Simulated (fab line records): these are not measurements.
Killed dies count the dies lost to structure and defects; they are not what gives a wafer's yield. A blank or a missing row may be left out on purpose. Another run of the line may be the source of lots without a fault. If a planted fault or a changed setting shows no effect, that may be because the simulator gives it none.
Which tool did it? + flow berkeley_cmos170 + Sampling: 7 lots, 21 wafers, 3 of 331 route steps

== WHAT EACH GAUGE READ, for each wafer ==
UCB170_SPACER_THK_MEAS_01.
| lot  | measured     | on            | SPACER_TEOS_THK (nm) |
|------|--------------|---------------|----------------------|
| L370 | day 7 07:53  | film_metro-04 | 372 380 382          |
| L373 | day 8 14:07  | film_metro-04 | 369 370 379          |
| L376 | day 8 23:56  | film_metro-03 | 369 374 374          |
| L374 | day 9 00:07  | film_metro-03 | 376 381 377          |
| L381 | day 10 01:33 | film_metro-04 | 378 373 378          |
| L380 | day 10 00:48 | film_metro-03 | 372 371 377          |
| L389 | day 11 15:38 | film_metro-03 | 375 377 379          |

== WHICH TOOL RAN EACH LOT (tool, then ch and the chambers of the sampled wafers, then the start) ==
| lot  | UCB170_PFIELD_STRIP_08              | UCB170_SPACER_CVD_00           |
|------|-------------------------------------|--------------------------------|
| L370 | plasma_asher-03 ch 0,1, day 4 21:44 | pecvd-04 ch 0,1,2, day 7 07:49 |
| L373 | plasma_asher-04 ch 0,1, day 5 15:10 | pecvd-03 ch 0,2, day 8 14:04   |
| L376 | plasma_asher-04 ch 0,1, day 6 04:32 | pecvd-03 ch 1,2, day 8 23:53   |
| L374 | plasma_asher-01 ch 0,1, day 6 04:41 | pecvd-02 ch 0,1, day 9 00:03   |
| L381 | plasma_asher-01 ch 1, day 7 17:23   | pecvd-03 ch 0,1, day 10 01:28  |
| L380 | plasma_asher-01 ch 0,1, day 7 18:06 | pecvd-02 ch 1,2, day 10 00:45  |
| L389 | plasma_asher-01 ch 0,1, day 9 04:16 | pecvd-02 ch 0,2, day 11 15:35  |
- UCB170_PFIELD_STRIP_08: strips in O2.
- UCB170_SPACER_CVD_00: deposits SiO2 from TEOS/O2, target thk 376 nm, time 47 s.

== THE ANSWER, worked out from the rows above alone ==
Rule: the usual values come from the lots themselves. Put in order of their means at a reading, lots are off if they are a third of the lots or fewer, leave a main group of 4 or more, and stand apart from it by a gap of 3 or more times the standard deviation of the main group's means; of several such gaps the widest counts. Not used: any main group whose means are identical at the precision the tables above print for the reading. Also off: a lot with no number at a reading for which 4 or more lots have one. All remaining lots with rows at the step are treated as sound.
Nothing can be told from this: no lot is off at any reading shown.

== WHAT THE SIMULATOR HAD PUT IN ==
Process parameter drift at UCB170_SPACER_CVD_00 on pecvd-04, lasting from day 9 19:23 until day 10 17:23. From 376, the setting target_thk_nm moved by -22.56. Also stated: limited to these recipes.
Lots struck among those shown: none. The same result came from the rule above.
